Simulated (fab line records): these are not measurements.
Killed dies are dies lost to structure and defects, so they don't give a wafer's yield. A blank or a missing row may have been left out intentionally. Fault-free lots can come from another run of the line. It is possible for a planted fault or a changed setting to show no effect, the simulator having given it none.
fab line records | flow berkeleyCmos170
record: lots: 13 wafers: 39 lastDay: 11
route steps=331 shown NWELL@18 PWELL@40 ACTIVE@63
lots that met no fault: from a run of the same line without faults
startH: hours from the record's opening day to when the first of the lot's shown wafers began | waitH: hours from the lot's prior step to this one | " identical to the entry in the row above | L1.1+2: a row that stands for several wafers | - no value present, or no start provided | * or withheld: withheld | < > ~ a bound
route shown NAME@n: a module of which the file shows steps, and the number in the route of the first | usual: average and standard deviation across the fault-free wafers | same: alike in all rows | chamber/n: place in a boat | sites: per-site readings | _std_site: their standard deviation | _edge_site: inner sites' mean taken away from outer sites' mean | radiusMm: for every site, how far away it sits from the centre of the wafer | mask NAME#n: copy n | behind: the last tool/chamber to shape the wafer | hold: reason for holding the lot/hours on hold/outcome of the hold | device: which transistor (n, p or np) failed to switch | end of line: tests of these same wafers at the route's end | step lacking rows: just its recipe | killed: dies lost to structure and defects at the first sort, not the wafer's yield | map: per-die view of a wafer (x killed, . not killed, _ where there is no die)
set.NAME: the run value of the setting; set.NAME@STEP: its run value at that earlier step | model.NAME: the simulator's own value behind a step, which no gauge read
a sample of lots followed through the steps of the route, with each step as a table and each wafer as a row
services: when a tool's chamber went out of use (startH, in hours from the record's first day, below 0 if earlier), for how many hours, and the reason
== steps ==
step: UCB170_NWELL_CVD_04
recipe: material: Si3N4 targetThkNm: 224 tempC: 800 precursor: SiH2Cl2/NH3 timeS: 3360 pressureMtorr: 200 sih2cl2FlowSccm: 25 nh3FlowSccm: 75
usual: zonePowerLoadPct: 20.8/2.4
columns lot.wafer tool chamber startH waitH zonePowerLoadPct
L441.1 lpcvd-02 1 25.77 0.0 23.5
L441.4 " 1 " " 23.6
L441.6 " 1 " " 23.1
L442.1 lpcvd-01 1 32.05 0.7 18.2
L442.4 " 1 " " 18.2
L442.6 " 1 " " 18.4
L443.1 lpcvd-01 1 35.79 0.0 18.5
L443.3 " 1 " " 18.4
L443.5 " 1 " " 18.4
L444.2 lpcvd-01 1 46.22 0.0 18.6
L444.5 " 1 " " 18.2
L444.6 " 1 " " 18.5
L445.3 lpcvd-01 1 46.22 0.0 18.4
L445.4 " 1 " " 18.5
L445.6 " 1 " " 18.5
L446.2 lpcvd-02 1 52.64 2.0 23.4
L446.4 " 1 " " 23.5
L446.6 " 1 " " 23.6
L447.3 lpcvd-02 1 56.51 0.0 23.6
L447.4 " 1 " " 23.3
L447.6 " 1 " " 23.3
L448.1 lpcvd-01 0 60.29 0.0 23.3
L448.3 " 0 " " 23.1
L448.5 " 0 " " 23.5
L453.1 lpcvd-02 1 92.47 1.4 23.2
L453.2 " 1 " " 23.8
L453.6 " 1 " " 23.2
L454.1 lpcvd-02 1 92.47 1.4 23.5
L454.4 " 1 " " 23.2
L454.5 " 1 " " 23.7
L455.2 lpcvd-01 1 101.84 0.0 18.2
L455.5 " 1 " " 18.4
L455.6 " 1 " " 18.3
L461.1 lpcvd-01 1 127.60 0.0 18.6
L461.2 " 1 " " 18.7
L461.4 " 1 " " 18.3
L462.2 lpcvd-01 1 132.78 0.0 18.4
L462.3 " 1 " " 18.4
L462.5 " 1 " " 18.2
step: UCB170_NWELL_THK_MEAS_05
recipe: reads: Si3N4_of_NWELL_CVD_04
usual: NWELL_NITRIDE_THK: 222.4/1.9
columns lot.wafer tool chamber startH waitH NWELL_NITRIDE_THK[nm]
L441.1 filmMetro-01 - 27.71 0.0 220.8
L441.4 " - " " 221.8
L441.6 " - " " 221.9
L442.1 filmMetro-01 - 33.99 0.0 222.7
L442.4 " - " " 222.0
L442.6 " - " " 222.9
L443.1 filmMetro-01 - 37.72 0.0 222.0
L443.3 " - " " 225.6
L443.5 " - " " 222.3
L444.2 filmMetro-01 - 48.24 0.1 224.3
L444.5 " - " " 224.1
L444.6 " - " " 224.0
L445.3 filmMetro-01 - 48.31 0.2 221.5
L445.4 " - " " 221.7
L445.6 " - " " 222.1
L446.2 filmMetro-01 - 54.59 0.0 221.5
L446.4 " - " " 221.9
L446.6 " - " " 220.5
L447.3 filmMetro-01 - 58.46 0.0 223.5
L447.4 " - " " 224.0
L447.6 " - " " 224.7
L448.1 filmMetro-03 - 63.19 0.0 225.2
L448.3 " - " " 223.1
L448.5 " - " " 225.3
L453.1 filmMetro-01 - 94.41 0.0 295.6
L453.2 " - " " 294.2
L453.6 " - " " 293.8
L454.1 filmMetro-03 - 94.41 0.0 289.7
L454.4 " - " " 293.0
L454.5 " - " " 291.2
L455.2 filmMetro-04 - 103.78 0.0 220.6
L455.5 " - " " 221.6
L455.6 " - " " 220.4
L461.1 filmMetro-03 - 129.53 0.0 222.9
L461.2 " - " " 223.7
L461.4 " - " " 224.7
L462.2 filmMetro-03 - 134.72 0.0 224.4
L462.3 " - " " 222.6
L462.5 " - " " 224.0
step: UCB170_NWELL_ETCH_13
recipe: chemistry: CH3F/Ar/O2 target: Si3N4 stopOn: SiO2 CH3F_flow_sccm: 20 Ar_flow_sccm: 50 O2_flow_sccm: 7 pressureMtorr: 50 rfW: 450 targetDepthA: 2464 overEtchFrac: 0.1 timeS: 154
usual: drypumpMotorCurrentA: 5.7/0.52 oesProductAu: 0.938/0.014 rfFwdPowerW: 447.8/1.4 throttleValvePct: 8.08/0.16
columns lot.wafer tool chamber startH waitH drypumpMotorCurrentA oesProductAu rfFwdPowerW rfHoursCounterH throttleValvePct
L441.1 rieDiel-04 3 29.32 0.0 5.2 0.938 445.6 10 7.96
L441.4 " 2 " " 5.4 0.930 448.8 44 7.80
L441.6 " 2 " " 5.4 0.939 448.8 - 7.80
L442.1 rieDiel-02 0 35.44 0.0 6.1 0.931 446.5 84 8.02
L442.4 " 2 " " 5.2 0.955 448.4 12 7.94
L442.6 " 3 " " 6.2 0.935 446.7 - 8.28
L443.1 rieDiel-03 0 39.35 0.0 5.9 0.926 449.7 11 8.16
L443.3 " 3 " " 6.7 0.938 448.1 86 7.97
L443.5 " 0 " " 6.0 0.928 449.6 - 8.16
L444.2 rieDiel-03 1 49.28 0.0 5.9 0.934 450.4 13 8.20
L444.5 " 0 " " 6.0 0.929 449.6 - 8.17
L444.6 " 1 " " 6.0 0.935 450.0 - 8.18
L445.3 rieDiel-02 2 49.55 0.0 5.2 0.956 447.7 12 7.95
L445.4 " 0 " " 6.1 0.936 445.7 84 8.01
L445.6 " 1 " " 4.7 0.972 445.0 - 8.21
L446.2 rieDiel-02 2 57.12 0.0 5.2 0.960 448.0 13 7.95
L446.4 " 1 " " 4.7 0.964 446.2 126 8.22
L446.6 " 3 " " 6.2 0.927 448.2 - 8.28
L447.3 rieDiel-04 2 59.90 0.0 5.4 0.946 446.1 46 7.80
L447.4 " 1 " " 5.8 0.935 446.6 10 8.14
L447.6 " 0 " " 5.6 0.931 445.8 - 8.26
L448.1 rieDiel-02 0 64.67 0.0 6.1 0.936 448.7 85 8.03
L448.3 " 1 " " 4.7 0.968 447.9 126 8.21
L448.5 " 2 " " 5.2 0.963 448.2 - 7.94
L453.1 rieDiel-04 2 95.47 0.0 5.4 0.998 447.9 47 7.81
L453.2 " 0 " " 5.6 0.985 448.7 49 8.29
L453.6 " 1 " " 5.9 0.995 446.7 - 8.14
L454.1 rieDiel-02 1 95.71 0.0 4.7 1.022 446.1 127 8.23
L454.4 " 2 " " 5.2 1.015 447.5 14 7.95
L454.5 " 0 " " 6.1 0.996 450.5 - 8.04
L455.2 rieDiel-03 0 105.77 0.0 6.0 0.918 449.5 14 8.16
L455.5 " 0 " " 5.9 0.928 449.6 - 8.15
L455.6 " 3 " " 6.6 0.943 448.1 - 7.96
L461.1 rieDiel-04 0 130.62 0.0 5.6 0.928 445.7 50 8.27
L461.2 " 1 " " 5.8 0.934 449.6 12 8.15
L461.4 " 2 " " 5.4 0.944 446.6 48 7.81
L462.2 rieDiel-04 3 136.27 0.0 5.2 0.942 449.5 14 7.96
L462.3 " 1 " " 5.9 0.934 446.6 13 8.13
L462.5 " 3 " " 5.2 0.942 448.4 - 7.95
step: UCB170_PWELL_THK_MEAS_06
recipe: reads: Si3N4_of_PWELL_CVD_05
usual: PWELL_NITRIDE_THK: 219.0/1.6
columns lot.wafer tool chamber startH waitH PWELL_NITRIDE_THK[nm]
L441.1 filmMetro-01 - 48.42 0.0 219.8
L441.4 " - " " 221.2
L441.6 " - " " 220.4
L442.1 filmMetro-01 - 52.64 0.0 220.3
L442.4 " - " " 221.0
L442.6 " - " " 219.2
L443.1 filmMetro-02 - 52.64 0.0 219.2
L443.3 " - " " 220.7
L443.5 " - " " 220.6
L444.2 filmMetro-01 - 63.13 0.0 218.6
L444.5 " - " " 219.3
L444.6 " - " " 217.5
L445.3 filmMetro-02 - 63.14 0.0 219.9
L445.4 " - " " 219.0
L445.6 " - " " 220.5
L446.2 filmMetro-04 - 73.70 0.0 215.8
L446.4 " - " " 214.3
L446.6 " - " " 214.9
L447.3 filmMetro-01 - 73.71 0.0 217.4
L447.4 " - " " 218.7
L447.6 " - " " 216.6
L448.1 filmMetro-01 - 82.64 0.0 219.0
L448.3 " - " " 219.8
L448.5 " - " " 218.2
L455.2 filmMetro-04 - 125.33 0.1 217.9
L455.5 " - " " 219.2
L455.6 " - " " 219.1
L461.1 filmMetro-02 - 147.26 0.0 219.4
L461.2 " - " " 218.9
L461.4 " - " " 219.7
L462.2 filmMetro-02 - 154.14 0.0 219.6
L462.3 " - " " 220.6
L462.5 " - " " 221.2
step: UCB170_ACTIVE_THK_MEAS_03
recipe: reads: SiO2_of_ACTIVE_OXIDATION_02
usual: ACTIVE_OXIDE_THK: 26.1/0.55
columns lot.wafer tool chamber startH waitH ACTIVE_OXIDE_THK[nm]
L441.1 filmMetro-02 - 72.97 0.0 26.1
L441.4 " - " " 26.1
L441.6 " - " " 26.1
L442.1 filmMetro-03 - 72.97 0.0 26.1
L442.4 " - " " 25.7
L442.6 " - " " 26.0
L443.1 filmMetro-04 - 72.97 0.0 26.1
L443.3 " - " " 26.1
L443.5 " - " " 26.1
L444.2 filmMetro-02 - 84.70 0.0 26.1
L444.5 " - " " 26.5
L444.6 " - " " 26.3
L445.3 filmMetro-03 - 84.71 0.0 27.0
L445.4 " - " " 27.1
L445.6 " - " " 27.2
L446.2 filmMetro-03 - 92.43 0.0 25.8
L446.4 " - " " 25.8
L446.6 " - " " 25.5
L447.3 filmMetro-02 - 92.44 0.0 25.2
L447.4 " - " " 25.3
L447.6 " - " " 24.7
L448.1 filmMetro-03 - 103.53 0.0 26.6
L448.3 " - " " 26.5
L448.5 " - " " 26.1
L455.2 filmMetro-03 - 153.89 0.0 25.5
L455.5 " - " " 25.7
L455.6 " - " " 25.6
L462.2 filmMetro-02 - 172.76 0.0 26.8
L462.3 " - " " 26.5
L462.5 " - " " 26.9
L461.1 filmMetro-03 - 172.81 0.1 26.2
L461.2 " - " " 26.3
L461.4 " - " " 26.6
step: UCB170_ACTIVE_CD_MEAS_13
recipe: targetCdNm: 1200
usual: cdNm: 1199.8/1.3
columns lot.wafer tool chamber startH waitH cdNm
L441.1 cdSem-01 - 81.93 - 1200.1
L441.4 " - " " 1200.7
L441.6 " - " " 1201.1
L443.1 cdSem-01 - 82.48 - 1201.1
L443.3 " - " " 1200.7
L443.5 " - " " 1202.4
L442.1 cdSem-02 - 82.51 - 1201.4
L442.4 " - " " 1201.5
L442.6 " - " " 1202.4
L445.3 cdSem-01 - 91.78 - 1202.0
L445.4 " - " " 1200.5
L445.6 " - " " 1202.4
L444.2 cdSem-02 - 91.92 - 1200.1
L444.5 " - " " 1201.3
L444.6 " - " " 1198.6
L447.3 cdSem-02 - 100.97 - 1202.6
L447.4 " - " " 1202.0
L447.6 " - " " 1200.7
L446.2 cdSem-01 - 101.23 - 1200.3
L446.4 " - " " 1201.2
L446.6 " - " " 1200.7
L448.1 cdSem-01 - 110.39 - 1200.2
L448.3 " - " " 1200.7
L448.5 " - " " 1200.8
L455.2 cdSem-02 - 162.33 - 1199.8
L455.5 " - " " 1200.0
L455.6 " - " " 1200.7
L461.1 cdSem-02 - 181.38 - 1199.7
L461.2 " - " " 1199.4
L461.4 " - " " 1198.8
L462.2 cdSem-01 - 181.44 - 1201.1
L462.3 " - " " 1202.3
L462.5 " - " " 1201.6
== services ==
columns tool chamber startH hours kind
rieDiel-03 - 15.38 15.6 pm
rieDiel-02 2 55.46 1.4 repair
rieDiel-04 3 68.45 8.1 repair
lpcvd-01 - 70.15 14.6 pm
rieDiel-02 - 129.99 2.8 pm
rieDiel-04 - 132.30 0.5 repair
== key ==
firstSign: step: UCB170_NWELL_THK_MEAS_05 reading: NWELL_NITRIDE_THK direction: up sigmas: 36 usual: 222.4 struck: 292.9
effect: step: UCB170_NWELL_ETCH_13 reading: oesProductAu direction: up sigmas: 4.6 usual: 0.938 struck: 1.002
metAt UCB170_NWELL_CVD_04
struckLots L453,L454
laterRowsLeftOut L453.1,L453.2,L453.6,L454.1,L454.4,L454.5
sortLeftOut L453.1,L453.2,L453.6,L454.1,L454.4,L454.5
testerLeftOut L453,L454
notActingAt UCB170_PWELL_THK_MEAS_06,UCB170_ACTIVE_THK_MEAS_03,UCB170_ACTIVE_CD_MEAS_13
onsetBetween 56.51 92.47
fault: kind: processParameterDrift tool: lpcvd-02 chamber: - onsetH: 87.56 steps: UCB170_NWELL_CVD_04 channel: targetThkNm offset: 69.89 shape: step endH: 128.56 actsIn: theseRecipesOnly stated: 224
testerLeftOut: of these lots the tester's yield and bins aren't shown, on N5 and GAA mostly nor the transistor test; their killed dies are dies lost to structure and defects alone, not to doping, threshold or leakage, so they don't give the yield
sortLeftOut: the simulated sort isn't trusted on such a fault, so these wafers' sort isn't shown, and their yield isn't known
laterRowsLeftOut: the simulator's readings of these wafers behind a module that went badly wrong aren't trusted and aren't shown, but for the sort
